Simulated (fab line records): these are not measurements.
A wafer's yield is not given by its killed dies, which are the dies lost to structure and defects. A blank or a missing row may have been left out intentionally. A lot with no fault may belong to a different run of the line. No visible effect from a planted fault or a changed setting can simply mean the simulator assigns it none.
Comparing a struck lot with a sound one / flow berkeleyCmos170 / 44 steps out of a route of 331
Sound: these wafers, L468.2, L468.5, L468.6. Struck: wafers L478.1, L478.3, L478.5. At the end, the cause is stated.
Each step with rows lists, per side, the tool, then ch with its chambers, then its first start. Under that, the readings that differ: sound wafers / struck wafers / difference of the means / sigmas: that difference in standard deviations of wafers without a fault.
alike: words and numbers the same on both sides, and readings whose means are apart by under 2 such deviations; not compared: readings that were withheld, readings missing a value for some wafer, numbers with overlapping values and no deviation given by the record, and bounds like >300 which may hide the same value.
Wherever a step has rows on one side only, a row that says differs or no value, or a row with sigmas, the two part there. Numbers that don't overlap but have no deviation are shown without sigmas and don't part them. A reading that every wafer of one side lacks parts them only if that side has two wafers or more.

UCB170_GATE_ETCH_15: etches poly-Si in HBr/Cl2, stops on SiO2, time 56.3 s, target depth 278.2 nm.
  sound on rieSi-01 ch 1,2, day 7 13:30; struck on rieSi-01 ch 0,2, day 9 15:16
  alike: drypumpMotorCurrentA, mfcCl2Sccm, oesProductAu, throttleValvePct
  not compared: rfHoursCounterH
UCB170_GATE_STRIP_16: strips in O2.
  sound on plasmaAsher-01 ch 0,1, day 7 13:34; struck on plasmaAsher-02 ch 0,1, day 9 15:19
  alike: drypumpMotorCurrentA, o2FlowSccm, oesProductAu
  not compared: rfHoursCounterH
UCB170_GATE_CD_MEAS_90 targets a cd of 350 nm.
  struck on cdSem-02, day 9 15:25; sound on cdSem-02, day 7 13:41
  alike: cdNm
then, 7 steps without rows for these wafers: UCB170_GATE_CLEAN_17 (cleans in SPM, time 600 s); UCB170_PLDD_HMDS_00 (prime time 60 s); UCB170_PLDD_COAT_01 (resist thk 900 nm); UCB170_PLDD_SOFTBAKE_02 (time 60 s); UCB170_PLDD_EXPOSE_03 (exposes mask PSELECT, target cd 1200 nm); UCB170_PLDD_PEB_04; UCB170_PLDD_DEVELOP_05 (develop time 45 s).
UCB170_PLDD_CD_MEAS_06 targets a cd of 1200 nm.
  struck on cdSem-02, day 9 16:46; sound on cdSem-01, day 7 16:06
  alike: cdNm
UCB170_PLDD_OVL_MEAS_07:
  struck on overlay-01, day 9 16:53; sound on overlay-02, day 7 16:13
  alike: PLDD_OVL
UCB170_PLDD_IMPLANT_08:
  sound on implanter-03 ch 0, day 7 16:16; struck on implanter-03 ch 0, day 9 16:55
reading=doseIonsCm2; sound=5.01e+13 5.005e+13 5.003e+13; struck=5.797e+13 5.799e+13 5.8e+13; difference=+7.927e+12; sigmas=+99 or more
reading=faradayCurrentUA; sound=155 157 162; struck=178 187 187; difference=+26; sigmas=+6
then, 2 steps without rows for these wafers: UCB170_PLDD_IMPLANT_09; UCB170_PLDD_STRIP_10 (strips in O2).
UCB170_PLDD_TW_MEAS_11:
  struck on filmMetro-01, day 9 17:19; sound on filmMetro-03, day 7 16:39
reading=PLDD_TW; sound=1009 1006 1010; struck=1021 1019 1024; difference=+13; sigmas=+3
then, 7 steps without rows for these wafers: UCB170_PLDD_CLEAN_12 (cleans in SPM, time 600 s); UCB170_NLDD_HMDS_00 (prime time 60 s); UCB170_NLDD_COAT_01 (resist thk 900 nm); UCB170_NLDD_SOFTBAKE_02 (time 60 s); UCB170_NLDD_EXPOSE_03 (exposes mask NSELECT, target cd 1200 nm); UCB170_NLDD_PEB_04; UCB170_NLDD_DEVELOP_05 (develop time 45 s).
UCB170_NLDD_CD_MEAS_06 targets a cd of 1200 nm.
  struck on cdSem-01, day 9 18:46; sound on cdSem-02, day 7 18:57
  alike: cdNm
UCB170_NLDD_OVL_MEAS_07:
  struck on overlay-02, day 9 18:53; sound on overlay-02, day 7 19:04
  alike: NLDD_OVL
then, 2 steps without rows for these wafers: UCB170_NLDD_IMPLANT_08; UCB170_NLDD_IMPLANT_09.
UCB170_NLDD_STRIP_10: strips in O2.
  sound on plasmaAsher-03 ch 0,1, day 7 19:24; struck on plasmaAsher-02 ch 0,1, day 9 19:15
  alike: drypumpMotorCurrentA, o2FlowSccm, oesProductAu, stripTimeToEndpointS
  not compared: rfHoursCounterH
UCB170_NLDD_TW_MEAS_11:
  struck on filmMetro-03, day 9 19:21; sound on filmMetro-01, day 7 19:31
  alike: NLDD_TW
then, 1 step without rows for these wafers: UCB170_NLDD_CLEAN_12 (cleans in SPM, time 600 s).
UCB170_SPACER_CVD_00: deposits SiO2 from TEOS/O2, target thk 376 nm, time 47 s.
  sound on pecvd-01 ch 0,2, day 7 19:45; struck on pecvd-01 ch 0,1,2, day 9 19:38
  alike: heaterPowerW
UCB170_SPACER_THK_MEAS_01:
  struck on filmMetro-02, day 9 19:40; sound on filmMetro-02, day 7 19:48
  alike: SPACER_TEOS_THK
then, 1 step without rows for these wafers: UCB170_SPACER_ANNEAL_02 (time 1800 s).
UCB170_SPACER_ETCHBACK_03: etches SiO2 in CHF3/CF4/Ar, stops on Si, target depth 376 nm, time 100 s.
  sound on rieDiel-04 ch 0,1,2, day 8 02:01; struck on rieDiel-01 ch 1,2, day 10 02:08
  alike: drypumpMotorCurrentA, oesProductAu, throttleValvePct
  not compared: rfHoursCounterH
then, 6 steps without rows for these wafers: UCB170_PSD_HMDS_00 (prime time 60 s); UCB170_PSD_COAT_01 (resist thk 900 nm); UCB170_PSD_SOFTBAKE_02 (time 60 s); UCB170_PSD_EXPOSE_03 (exposes mask PSELECT MOD, target cd 1200 nm); UCB170_PSD_PEB_04; UCB170_PSD_DEVELOP_05 (develop time 45 s).
UCB170_PSD_CD_MEAS_06 targets a cd of 1200 nm.
  struck on cdSem-01, day 10 03:41; sound on cdSem-01, day 8 04:11
  alike: cdNm
UCB170_PSD_OVL_MEAS_07:
  struck on overlay-01, day 10 03:48; sound on overlay-01, day 8 04:17
  alike: PSD_OVL
UCB170_SDANNEAL_RS_MEAS_04: uses a four-point probe to measure.
  struck on filmMetro-02, day 10 08:55; sound on filmMetro-02, day 8 10:42
reading=PLDD_RS (ohm/sq); sound=1027 1029 1031; struck=966 964 967; difference=-63; sigmas=-20
UCB170_M3_PROBE_99:
  struck on prober-02, day 11 08:04; sound on prober-01, day 9 13:11
reading=model.etest.pldd.lineOhmUm; sound=1821 1814 1876; struck=1704 1617 1670; difference=-173; sigmas=
reading=model.etest.pldd.rsOhmSq; sound=1110 1126 1131; struck=1020 995.8 1030; difference=-107; sigmas=

== WHERE THEY PART ==
Last at UCB170_SDANNEAL_RS_MEAS_04 as far as this record goes, first at UCB170_PLDD_IMPLANT_08.

WHY: what had been put in by the simulator
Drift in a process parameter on implanter-03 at UCB170_PLDD_IMPLANT_08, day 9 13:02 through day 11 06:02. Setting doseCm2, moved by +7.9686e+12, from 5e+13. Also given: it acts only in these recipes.
